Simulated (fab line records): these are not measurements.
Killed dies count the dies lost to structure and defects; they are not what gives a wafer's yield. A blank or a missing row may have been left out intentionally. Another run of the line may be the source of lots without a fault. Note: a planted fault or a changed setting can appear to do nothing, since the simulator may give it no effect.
Which tool was responsible? -- flow berkeley cmos170 -- 7 lots, 21 wafers sampled, at 3 steps of a route of 331

## WHAT THE GAUGES READ, wafer by wafer
UCB170_NVT_OVL_MEAS_06.
lot,measured,on,NVT_OVL (nm)
L861,day 6 19:02,overlay-01,3 7 3
L865,day 7 20:58,overlay-02,8 5 6
L869,day 8 15:41,overlay-01,0 0 5
L872,day 8 15:55,overlay-02,2 0 0
L875,day 9 17:34,overlay-02,- - -
L880,day 10 17:06,overlay-02,6 1 5
L881,day 10 17:46,overlay-02,0 -3 10

## EACH LOT AND THE TOOL THAT RAN IT (in order: tool; ch and the chambers of the sampled wafers; start)
lot,UCB170_ACTIVE_STRIP_16,UCB170_NVT_COAT_01
L861,"plasma asher-04 ch 0,1, day 5 01:29","litho track-01 ch 0, day 6 18:12"
L865,"plasma asher-03 ch 0,1, day 6 08:28","litho track-04 ch 0, day 7 20:11"
L869,"plasma asher-04 ch 0,1, day 7 02:52","litho track-04 ch 0, day 8 14:59"
L872,"plasma asher-03 ch 0,1, day 7 08:05","litho track-02 ch 0, day 8 14:59"
L875,"plasma asher-03 ch 0,1, day 8 04:56","litho track-02, day 9 15:50"
L880,"plasma asher-03 ch 0,1, day 9 04:22","litho track-02 ch 0, day 10 15:50"
L881,"plasma asher-04 ch 0,1, day 9 04:57","litho track-04 ch 0, day 10 16:08"
- UCB170_ACTIVE_STRIP_16: strips in O2.
- UCB170_NVT_COAT_01: resist thk 900 nm.

## THE ANSWER, worked out from the rows above alone
Rule: what is usual is taken from the lots themselves. The widest of any qualifying gaps counts: lots, ordered by their means at a reading, are off when they make up no more than a third of the lots, leave a main group of 4 or more, and stand apart from it by 3 or more times the standard deviation of that group's means. A main group is skipped when, at the precision printed for the reading in the tables above, its means are all equal. Also off: a lot with no number at a reading for which 4 or more lots have one. All remaining lots with rows at the step are treated as sound.
Off: L875, seen at UCB170_NVT_OVL_MEAS_06 (NVT_OVL). Without a number there: L875. The main group has a mean of 3 nm with a standard deviation of 1.9.
If a tool, at a process step before that reading, ran all the lots that are off and no sound lot after the first of them, it fits. Gauges at UCB170_NVT_OVL_MEAS_06: tried the same way as those tools. Of those tried, none fits.

## WHAT THE SIMULATOR PUT IN
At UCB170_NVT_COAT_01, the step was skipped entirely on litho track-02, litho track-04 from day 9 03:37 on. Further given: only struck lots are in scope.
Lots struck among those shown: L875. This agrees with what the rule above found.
